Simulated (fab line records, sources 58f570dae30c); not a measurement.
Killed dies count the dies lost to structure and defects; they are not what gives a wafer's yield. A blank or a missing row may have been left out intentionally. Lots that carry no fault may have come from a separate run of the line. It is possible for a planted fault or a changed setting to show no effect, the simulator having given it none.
Which tool was responsible? -- flow berkeley-cmos170 -- Sampling: 14 lots, 42 wafers, 3 of 331 route steps

== WHAT THE GAUGES SHOWED, per wafer ==
UCB170_M1_RS_MEAS_01: a four-point-probe measurement.
lot,measured,on,M1_AL_RS (ohm/sq)
L250,day 8 14:53,film-metro-04,0.0465 0.0463 0.0463
L252,day 9 03:45,film-metro-01,0.0475 0.0478 0.0472
L254,day 9 07:52,film-metro-04,0.0478 0.0470 0.0472
L255,day 9 08:19,film-metro-02,0.0471 0.0469 0.0467
L253,day 9 10:08,film-metro-01,0.0472 0.0470 0.0468
L256,day 9 18:53,film-metro-02,0.0472 0.0473 0.0470
L257,day 9 19:26,film-metro-04,0.0476 0.0474 0.0474
L258,day 10 10:28,film-metro-02,0.0474 0.0473 0.0476
L260,day 10 18:08,film-metro-01,0.0465 0.0463 0.0463
L259,day 10 19:08,film-metro-02,0.0242 0.0479 0.0481
L262,day 11 07:01,film-metro-01,0.0468 0.0240 0.0471
L263,day 11 07:35,film-metro-01,0.0472 0.0468 0.0467
L270,day 13 04:11,film-metro-02,0.0470 0.0471 0.0469
L271,day 13 22:25,film-metro-02,0.0467 0.0470 0.0469

UCB170_M1_THK_MEAS_02: measures by xrf.
lot,measured,on,M1_AL_THK (nm)
L250,day 8 15:00,film-metro-04,632 633 630
L252,day 9 03:52,film-metro-01,621 614 624
L254,day 9 07:59,film-metro-04,612 619 618
L255,day 9 08:26,film-metro-02,620 622 623
L253,day 9 10:16,film-metro-01,627 622 626
L256,day 9 18:59,film-metro-02,615 615 623
L257,day 9 19:33,film-metro-04,612 617 616
L258,day 10 10:35,film-metro-02,611 614 604
L260,day 10 18:15,film-metro-01,630 629 631
L259,day 10 19:16,film-metro-02,1188 605 603
L262,day 11 07:08,film-metro-01,627 1217 624
L263,day 11 07:43,film-metro-01,621 627 626
L270,day 13 04:17,film-metro-02,618 617 617
L271,day 13 22:31,film-metro-02,620 615 617

== WHICH TOOL RAN EACH LOT (tool, then ch and the chambers of the sampled wafers, then the start) ==
lot,UCB170_M1_SPUTTER_00
L250,"pvd-sputter-01, day 8 14:49"
L252,"pvd-sputter-02, day 9 03:41"
L254,"pvd-sputter-04, day 9 07:49"
L255,"pvd-sputter-02, day 9 08:16"
L253,"pvd-sputter-01, day 9 10:05"
L256,"pvd-sputter-01, day 9 18:48"
L257,"pvd-sputter-04, day 9 19:22"
L258,"pvd-sputter-04, day 10 10:23"
L260,"pvd-sputter-01, day 10 18:04"
L259,"pvd-sputter-04, day 10 19:05"
L262,"pvd-sputter-04, day 11 06:56"
L263,"pvd-sputter-02, day 11 07:32"
L270,"pvd-sputter-02, day 13 04:05"
L271,"pvd-sputter-02, day 13 22:19"
- UCB170_M1_SPUTTER_00: material Al, target thk 600 nm, time 80 s.

== AS READ BY THE TOOLS THEMSELVES (means over the sampled wafers that have a number; for cases with no such wafer, the mark the record gives instead) ==
UCB170_M1_SPUTTER_00.
lot,tool,throttle-valve-pct (%)
L250,pvd-sputter-01,30.0
L252,pvd-sputter-02,30.3
L254,pvd-sputter-04,28.9
L255,pvd-sputter-02,29.6
L253,pvd-sputter-01,30.2
L256,pvd-sputter-01,30.5
L257,pvd-sputter-04,29.2
L258,pvd-sputter-04,29.6
L260,pvd-sputter-01,30.5
L259,pvd-sputter-04,29.2
L262,pvd-sputter-04,29.6
L263,pvd-sputter-02,30.0
L270,pvd-sputter-02,30.1
L271,pvd-sputter-02,30.1

== THE ANSWER, worked out from the rows above alone ==
Rule: the lots themselves supply what counts as usual. The widest of any qualifying gaps counts: lots, ordered by their means at a reading, are off when they make up no more than a third of the lots, leave a main group of 4 or more, and stand apart from it by 3 or more times the standard deviation of that group's means. The tables above print the reading to a certain number of digits; a main group whose means all agree to those digits is not used. Also off: a lot with no number at a reading for which 4 or more lots have one. Where the step has rows for the other lots, those lots are counted as sound. After the gauges, taken in route order, come the tools' own readings; for these a lot's mean is taken, as printed above. At the first step where some lot is off, the reading lying furthest off is the one used; lots without a number count as furthest.
Off: at UCB170_M1_RS_MEAS_01 (M1_AL_RS), L259, L262. For the main group the mean is 0.0470 ohm/sq and the standard deviation 0.00037.
A tool fits if, at a process step before that reading, it ran every lot that is off, and no sound lot after the first of them. Those tools and the gauges at UCB170_M1_RS_MEAS_01 are tried in the same way. One candidate fits, namely pvd-sputter-04 at UCB170_M1_SPUTTER_00. A fault onset in the window from L258 (day 10 10:23, its last sound lot) to L259 (day 10 19:05, its first lot off) fits.

== WHAT WAS PUT IN BY THE SIMULATOR ==
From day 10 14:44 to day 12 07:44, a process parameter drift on pvd-sputter-04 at UCB170_M1_SPUTTER_00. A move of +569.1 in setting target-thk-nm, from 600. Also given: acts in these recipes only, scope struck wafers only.
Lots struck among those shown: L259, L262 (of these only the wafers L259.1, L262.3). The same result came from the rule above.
